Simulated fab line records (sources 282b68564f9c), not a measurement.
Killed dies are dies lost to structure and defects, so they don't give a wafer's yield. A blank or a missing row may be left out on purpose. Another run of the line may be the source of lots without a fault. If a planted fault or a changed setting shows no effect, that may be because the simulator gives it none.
fab line records | flow ritCmos | part 2 of 2: steps 33 to 46 of 46
record lots=5 wafers=15 lastDay=7
route steps=202 shown PRETRO@69 GATE@75 FOX2@80 REOX@98 NLDD@103 PLDD@114
lots that met no fault: taken from a fault-free run of the same line
startH: the number of hours between the record's first day and the start of the first shown wafer of the lot | waitH: hours since the lot's step before | " the same as in the row above | L1.1+2: a single row standing in for several wafers | - no value, or no start was given | * or withheld: withheld | < > ~ a bound
route shown NAME@n: names a module that has steps shown in the file, with the first one's number in the route | usual: the fault-free wafers' mean and standard deviation | same: alike in all rows | chamber/n: place in a boat | sites: the reading at each site | _std_site: standard deviation of those values | _edge_site: the outer-site mean with the inner-site mean subtracted | radiusMm: for every site, how far away it sits from the centre of the wafer | mask NAME#n: copy n | behind: the tool/chamber that last shaped the wafer | hold: what put the lot on hold/how long, in hours/how the hold closed | device: the transistor (n, p or np) that didn't switch | end of line: at the end of the route, the tests of the same wafers | step lacking rows: just its recipe | killed: at the first sort, the dies lost to defects and structure; wafer yield is something else | map: shows each die of a wafer: x if killed, . if not, _ if none is there
set.NAME: the setting that was run; set.NAME@STEP: the one run at that earlier step | model.NAME: the simulator's own value behind a step, which no gauge read
lots at some steps of the route; a table a step, a row a wafer
services: the hour from which a tool's chamber was out of use, counted from the record's first day as startH (under 0 if before that day), plus the number of hours and why
## steps
# step RIT_REOX_OXIDATION_03
# recipe tempC=900 ambient=O2 targetThkA=252 oxTimeS=5580
# usual oxTempC=900.0/0.36 oxTempCMax=903.0/0.68 spikeTcSourceC=922.1/2.9 zonePowerSourcePct=24.7/0.46
# columns lot.wafer tool chamber startH waitH oxTempC oxTempCMax spikeTcSourceC zonePowerSourcePct
L077.1 furnace-02 0 56.59 0.0 900.3 903.8 918.7 24.2
L077.4 " 0 " " 900.1 903.2 920.8 23.8
L077.6 " 0 " " 900.3 903.2 920.5 24.3
L083.1 furnace-01 0 83.52 0.0 900.4 903.2 923.2 25.5
L083.3 " 0 " " 900.2 902.8 921.9 25.5
L083.5 " 0 " " 899.8 902.4 924.1 25.7
L091.4 furnace-04 0 123.55 0.6 899.6 902.4 924.0 24.7
L091.5 " 0 " " 900.6 904.3 925.8 24.6
L091.6 " 0 " " 900.1 902.6 924.8 25.3
L095.2 furnace-04 0 143.79 0.0 900.1 903.8 924.7 24.9
L095.5 " 0 " " 899.8 903.3 922.8 25.0
L095.6 " 0 " " 900.0 903.1 925.6 24.7
L096.1 furnace-02 0 148.51 0.8 900.5 904.4 918.8 24.9
L096.5 " 0 " " 900.4 903.5 919.6 24.1
L096.6 " 0 " " 900.5 904.3 918.9 24.1
# step RIT_REOX_THK_MEAS_04
# recipe reads=SiO2_of_REOX_OXIDATION_03
# usual REOX_OXIDE_THK=25.5/0.58
# columns lot.wafer tool chamber startH waitH REOX_OXIDE_THK[nm]
L077.1 filmMetro-03 - 59.14 0.0 25.2
L077.4 " - " " 25.8
L077.6 " - " " 25.2
L083.1 filmMetro-02 - 86.07 0.0 24.7
L083.3 " - " " 24.5
L083.5 " - " " 24.6
L091.4 filmMetro-03 - 126.13 0.0 26.0
L091.5 " - " " 25.9
L091.6 " - " " 26.1
L095.2 filmMetro-02 - 146.35 0.0 25.4
L095.5 " - " " 25.0
L095.6 " - " " 25.7
L096.1 filmMetro-04 - 151.06 0.0 25.3
L096.5 " - " " 25.5
L096.6 " - " " 25.7
# step RIT_NLDD_HMDS_00
# recipe primeTimeS=60 primeTempC=140
# columns lot.wafer tool chamber startH waitH
L077.1+4+6 lithoTrack-01 0 59.20 0.1
L083.1+3+5 lithoTrack-02 0 86.15 0.1
L091.4+5+6 lithoTrack-04 0 126.24 0.1
L095.2+5+6 lithoTrack-01 0 146.43 0.1
L096.1+5+6 lithoTrack-04 0 151.12 0.1
# step RIT_NLDD_COAT_01
# recipe resist=NOVOLAK spinRpm=3250 resistThkNm=1000
# columns lot.wafer tool chamber startH waitH
L077.1+4+6 lithoTrack-01 0 59.35 0.1
L083.1+3+5 lithoTrack-02 0 86.30 0.1
L091.4+5+6 lithoTrack-04 0 126.39 0.1
L095.2+5+6 lithoTrack-01 0 146.58 0.1
L096.1+5+6 lithoTrack-04 0 151.27 0.1
# step RIT_NLDD_SOFTBAKE_02
# recipe resist=NOVOLAK tempC=90 timeS=60
# columns lot.wafer tool chamber startH waitH
L077.1+4+6 lithoTrack-01 0 59.50 0.1
L083.1+3+5 lithoTrack-02 0 86.45 0.1
L091.4+5+6 lithoTrack-04 0 126.54 0.1
L095.2+5+6 lithoTrack-01 0 146.73 0.1
L096.1+5+6 lithoTrack-04 0 151.42 0.1
# step RIT_NLDD_EXPOSE_03
# recipe maskId=M7 na=0.57 targetCdNm=40700 doseMj=250
# columns lot.wafer tool chamber startH waitH mask
L077.1+4+6 ilineStepper-02 0 59.78 0.2 M7#0
L083.1+3+5 ilineStepper-01 0 86.72 0.2 M7#0
L091.4+5+6 ilineStepper-01 0 126.67 0.1 M7#0
L095.2+5+6 ilineStepper-01 0 146.87 0.1 M7#0
L096.1+5+6 ilineStepper-02 0 151.70 0.2 M7#0
# step RIT_NLDD_PEB_04
# recipe resist=NOVOLAK tempC=withheld timeS=withheld
# columns lot.wafer tool chamber startH waitH
L077.1+4+6 lithoTrack-04 0 59.89 0.1
L083.1+3+5 lithoTrack-02 0 87.02 0.3
L091.4+5+6 lithoTrack-04 0 126.80 0.1
L095.2+5+6 lithoTrack-04 0 146.99 0.1
L096.1+5+6 lithoTrack-04 0 151.81 0.1
# step RIT_NLDD_DEVELOP_05
# recipe resist=NOVOLAK developTimeS=50 devTempC=23
# columns lot.wafer tool chamber startH waitH
L077.1+4+6 lithoTrack-04 0 - -
L083.1+3+5 lithoTrack-02 0 - -
L091.4+5+6 lithoTrack-04 0 - -
L095.2+5+6 lithoTrack-04 0 - -
L096.1+5+6 lithoTrack-04 0 - -
# step RIT_NLDD_OVL_MEAS_06
# usual NLDD_OVL=-0.2/1.1
# columns lot.wafer tool chamber startH waitH NLDD_OVL[nm]
L077.1 overlay-02 - 60.18 - 0.1
L077.4 " - " " 1.1
L077.6 " - " " 1.1
L083.1 overlay-02 - 87.30 - -0.8
L083.3 " - " " -0.9
L083.5 " - " " -0.4
L091.4 overlay-01 - 127.03 - -0.3
L091.5 " - " " 1.2
L091.6 " - " " 0.7
L095.2 overlay-02 - 147.26 - -0.3
L095.5 " - " " 0.1
L095.6 " - " " -0.2
L096.1 overlay-01 - 152.10 - 0.2
L096.5 " - " " -0.1
L096.6 " - " " -0.6
# step RIT_NLDD_HARDBAKE_07
# recipe resist=NOVOLAK tempC=140 timeS=60
# columns lot.wafer tool chamber startH waitH
L077.1+4+6 lithoTrack-04 0 60.21 0.0
L083.1+3+5 lithoTrack-04 0 87.34 0.0
L091.4+5+6 lithoTrack-04 0 127.12 0.1
L095.2+5+6 lithoTrack-02 0 147.31 0.0
L096.1+5+6 lithoTrack-02 0 152.29 0.2
# step RIT_NLDD_IMPLANT_08
# recipe species=P energyKev=19.89 doseCm2=5e+14 tiltDeg=7
# usual endStationPressureTorr=6.3e-06/3.1e-07
# same implantIonAmu=31
# columns lot.wafer tool chamber startH waitH endStationPressureTorr
L077.1 implanter-02 0 60.36 0.1 6.7e-06
L077.4 " 0 " " 5.9e-06
L077.6 " 0 " " 6.8e-06
L083.1 implanter-02 0 87.49 0.1 6.1e-06
L083.3 " 0 " " 6.2e-06
L083.5 " 0 " " 6.1e-06
L091.4 implanter-01 0 127.27 0.1 6.3e-06
L091.5 " 0 " " 6.5e-06
L091.6 " 0 " " 6.3e-06
L095.2 implanter-03 0 147.46 0.1 5.9e-06
L095.5 " 0 " " 6.4e-06
L095.6 " 0 " " 6.2e-06
L096.1 implanter-03 0 152.44 0.1 5.8e-06
L096.5 " 0 " " 6.8e-06
L096.6 " 0 " " 6.6e-06
# step RIT_NLDD_STRIP_09
# recipe chemistry=O2 timeS=180 resist=NOVOLAK platenTempC=withheld powerW=500 pressureMtorr=4000 o2FlowSccm=4000
# usual drypumpMotorCurrentA=5.7/0.33
# columns lot.wafer tool chamber startH waitH drypumpMotorCurrentA rfHoursCounterH
L077.1 plasmaAsher-03 1 60.51 0.1 5.7 44
L077.4 " 1 " " 5.7 -
L077.6 " 1 " " 5.7 -
L083.1 plasmaAsher-03 1 87.64 0.1 5.7 47
L083.3 " 1 " " 5.7 -
L083.5 " 1 " " 5.7 -
L091.4 plasmaAsher-01 1 127.41 0.1 6.0 -
L091.5 " 0 " " 5.1 -
L091.6 " 1 " " 6.0 -
L095.2 plasmaAsher-03 0 147.59 0.1 5.7 56
L095.5 " 1 " " 5.7 -
L095.6 " 0 " " 5.7 -
L096.1 plasmaAsher-02 0 152.59 0.1 5.7 27
L096.5 " 1 " " 6.1 -
L096.6 " 0 " " 5.7 -
# step RIT_NLDD_TW_MEAS_10
# usual NLDD_TW=2501/26
# columns lot.wafer tool chamber startH waitH NLDD_TW
L077.1 filmMetro-02 - 60.69 0.1 2517
L077.4 " - " " 2519
L077.6 " - " " 2518
L083.1 filmMetro-04 - 87.81 0.1 2527
L083.3 " - " " 2528
L083.5 " - " " 2518
L091.4 filmMetro-04 - 127.55 0.1 2500
L091.5 " - " " 2491
L091.6 " - " " 2514
L095.2 filmMetro-01 - 147.77 0.1 2463
L095.5 " - " " 2463
L095.6 " - " " 2457
L096.1 filmMetro-04 - 152.76 0.1 2500
L096.5 " - " " 2507
L096.6 " - " " 2516
# step RIT_PLDD_HMDS_00
# recipe primeTimeS=60 primeTempC=140
# columns lot.wafer tool chamber startH waitH
L077.1+4+6 lithoTrack-03 0 60.75 0.1
L083.1+3+5 lithoTrack-03 0 87.87 0.1
L091.4+5+6 lithoTrack-03 0 127.66 0.1
L095.2+5+6 lithoTrack-01 0 147.85 0.1
L096.1+5+6 lithoTrack-03 0 152.82 0.1
## services
# columns tool chamber startH hours kind
rieSi-02 2 29.81 7.9 repair
ilineStepper-02 - 32.14 8.9 pm
lpcvd-01 - 33.71 0.5 repair
implanter-01 - 46.12 1.4 repair
ilineStepper-02 0 47.36 - calibration
implanter-02 - 71.86 1.0 repair
implanter-03 - 72.09 3.0 pm
implanter-04 - 84.53 8.6 pm
rieSi-02 - 90.27 4.3 pm
wetBench-03 - 91.39 46.5 pm
plasmaAsher-02 - 92.79 55.8 repair
wetBench-04 - 93.48 7.8 repair
plasmaAsher-04 - 108.92 9.0 pm
plasmaAsher-04 0 108.92 9.0 ventCycle
furnace-01 - 112.71 2.9 pm
furnace-04 - 112.87 3.8 pm
rieSi-01 - 117.84 2.8 pm
furnace-01 - 128.76 3.0 pm
implanter-02 - 129.46 7.3 pm
implanter-04 - 133.93 5.2 pm
rieSi-02 3 134.17 6.9 repair
wetBench-04 - 144.35 2.3 repair
furnace-04 - 146.34 4.9 pm
furnace-02 - 151.06 6.2 pm
